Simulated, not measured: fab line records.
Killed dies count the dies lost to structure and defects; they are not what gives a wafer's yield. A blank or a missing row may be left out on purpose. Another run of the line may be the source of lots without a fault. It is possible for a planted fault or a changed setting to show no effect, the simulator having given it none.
A lot that was struck, set against a sound lot    flow rit cmos    28 steps out of a route of 202
Sound: these wafers, L692.3, L692.5, L692.6. The struck wafers were L702.1, L702.4, L702.5. At the end, the cause is stated.
Order at every step that has rows: each side's tool, ch and its chambers, its first start. Under that, the readings that differ: sound wafers    struck wafers    difference of the means    sigmas: that difference in standard deviations of wafers without a fault.
alike: readings whose means differ by less than 2 such deviations, and words and numbers that are the same on both sides. not compared: withheld readings, readings that some wafer has no value for, bounds like >300 that may hide the same value, and numbers for which the record gives no deviation and whose values overlap.
Wherever a step has rows on one side only, a row that says differs or no value, or a row with sigmas, the two part there. Numbers that have no deviation but don't overlap get no sigmas and don't part them. Lack of a reading on every wafer of one side parts them only where that side has two or more wafers.

RIT_ACTIVE_BOW_MEAS_00:
  struck on film metro-04, day 3 22:00; sound on film metro-02, day 1 20:02
  alike: INCOMING_BOW
RIT_ACTIVE_OXIDATION_01: target thk 46.8 nm, ox time 3360 s.
  sound on furnace-04 ch 0, day 1 20:07; struck on furnace-04 ch 0, day 3 22:07
reading                                        sound                 struck                difference  sigmas
spike tc centre C (C)                          1001.4 1000.7 1000.5  961.1 962.5 960.3     -39.6       -33
spike tc load C (C)                            1033 1031 1031        993 992 992           -39         -8
spike tc source C (C)                          1024.4 1024.6 1024.2  985.3 984.3 984.7     -39.6       -18
tube center temp C (C)                         1000 999.94 999.88    959.87 960.12 959.92  -39.97      -99 or more
tube_center_temp_C_max                         1002.0 1002.4 1002.9  962.9 962.5 962.1     -39.9       -95
model.SiO2_of_ACTIVE_OXIDATION_01.thk nm (nm)  47.07 46.21 46.17     33.09 33.24 33.87     -13.08      
RIT_ACTIVE_THK_MEAS_02:
  struck on film metro-04, day 4 00:03; sound on film metro-03, day 1 22:04
reading                sound           struck          difference  sigmas
ACTIVE_OXIDE_THK (nm)  47.1 46.3 46.2  33.1 33.3 33.9  -13.1       -16
then, 1 step without rows for these wafers: RIT_ACTIVE_CVD_03 (deposits Si3N4 from SiH2Cl2/NH3, target thk 150 nm, time 1500 s).
RIT_ACTIVE_THK_MEAS_04:
  struck on film metro-02, day 4 01:32; sound on film metro-03, day 1 23:35
  alike: ACTIVE_NITRIDE_THK
then, 6 steps without rows for these wafers: RIT_ACTIVE_HMDS_05 (prime time 60 s); RIT_ACTIVE_COAT_06 (resist thk 984.4 nm); RIT_ACTIVE_SOFTBAKE_07 (time 60 s); RIT_ACTIVE_EXPOSE_08 (exposes mask M1, target cd 1400 nm); RIT_ACTIVE_PEB_09; RIT_ACTIVE_DEVELOP_10 (develop time 50 s).
RIT_ACTIVE_CD_MEAS_11: the cd target is 1400 nm.
  struck on cd sem-01, day 4 02:34; sound on cd sem-01, day 2 00:47
  alike: cd nm
then, 1 step without rows for these wafers: RIT_ACTIVE_HARDBAKE_12 (time 60 s).
RIT_ACTIVE_ETCH_13: etches Si3N4 in SF6, stops on SiO2, time 210 s, target depth 210 nm.
  sound on rie diel-01 ch 0,1, day 2 01:01; struck on rie diel-04 ch 0,2,3, day 4 02:50
  alike: drypump motor current A, oes product au, throttle valve pct
  not compared: rf hours counter h
RIT_ACTIVE_STRIP_14: strips in O2, time 180 s.
  sound on plasma asher-02 ch 0,1, day 2 01:12; struck on plasma asher-01 ch 0,1, day 4 02:58
  alike: drypump motor current A
  not compared: rf hours counter h
RIT_ACTIVE_CD_MEAS_90: the cd target is 1400 nm.
  struck on cd sem-02, day 4 03:08; sound on cd sem-02, day 2 01:21
  alike: cd nm
then, 4 steps without rows for these wafers: RIT_ACTIVE_CLEAN_15 (cleans in SC1, time 600 s); RIT_ACTIVE_CLEAN_16 (cleans in dHF, time 30 s); RIT_ACTIVE_CLEAN_17 (cleans in SC2, time 600 s); RIT_FOX1_OXIDATION_00 (target thk 350.7 nm, ox time 1130 s).
RIT_FOX1_THK_MEAS_01:
  struck on film metro-02, day 4 04:57; sound on film metro-02, day 2 03:15
  alike: FOX1_OXIDE_THK
then, 2 steps without rows for these wafers: RIT_FOX1_WET_ETCH_02 (etches SiO2 in BOE, target depth 350 nm, time 390 s); RIT_FOX2_OXIDATION_00 (target thk 350.7 nm, ox time 1130 s).
RIT_FOX2_THK_MEAS_01:
  struck on film metro-01, day 4 06:26; sound on film metro-01, day 2 05:28
  alike: FOX2_OXIDE_THK
then, 1 step without rows for these wafers: RIT_FOX2_CLEAN_02 (cleans in dHF, time 180 s).
RIT_FOX2_WET_ETCH_03: etches Si3N4 in H3PO4, target depth 195 nm, time 2700 s.
  sound on wet bench-04 ch 0, day 2 05:34; struck on wet bench-02 ch 2, day 4 06:34
reading                                        sound              struck             difference  sigmas
model.SiO2_of_ACTIVE_OXIDATION_01.thk nm (nm)  40.36 40.25 39.55  29.43 28.55 29.88  -10.77      
  alike: bath guard temp C
RIT_FOX2_THK_MEAS_90:
  struck on film metro-04, day 4 07:19; sound on film metro-04, day 2 06:29
  alike: FIELD_OXIDE_LEFT_1_THK
RIT_M1_PROBE_99:
  struck on prober-02, day 5 20:16; sound on prober-01, day 4 00:57
reading                              sound              struck             difference  sigmas
model.etest.pldd.width nm (nm)       3155 3178 3193     3292 3282 3302     +117        
model.etest.nldd.width nm (nm)       3156 3173 3172     3282 3294 3272     +116        
model.etest.pplus sal.width nm (nm)  3443 3456 3465     3537 3504 3542     +73         
model.etest.nplus sal.width nm (nm)  3454 3448 3457     3536 3542 3528     +82         
model.etest.nmos_0p3.r on ohm um     2176 2201 2196     2098 2077 2109     -96         
model.etest.nmos narrow.drive ua um  218.4 220.7 221.4  262.4 260.1 258.6  +40.2       
model.etest.pmos narrow.drive ua um  98.7 99.14 99.75   118.3 117 116.4    +18.0       
model.etest.nmos_0p3.drive ua um     219.3 217.1 219    234.9 236.8 234.1  +16.8       
  alike: killed at contacts, killed at front end, killed dies, killed open, killed short

WHERE THEY PART
At RIT_ACTIVE_OXIDATION_01 first; at RIT_ACTIVE_THK_MEAS_02 last (within this record only). Later steps at which nothing parts them and some readings are alike: RIT_ACTIVE_THK_MEAS_04, RIT_ACTIVE_CD_MEAS_11, RIT_ACTIVE_ETCH_13, RIT_ACTIVE_STRIP_14, RIT_ACTIVE_CD_MEAS_90, RIT_FOX1_THK_MEAS_01, RIT_FOX2_THK_MEAS_01, RIT_FOX2_WET_ETCH_03, RIT_FOX2_THK_MEAS_90, RIT_M1_PROBE_99.

WHY: the cause the simulator had injected
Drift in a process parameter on furnace-04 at RIT_ACTIVE_OXIDATION_01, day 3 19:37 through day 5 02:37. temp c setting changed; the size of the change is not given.
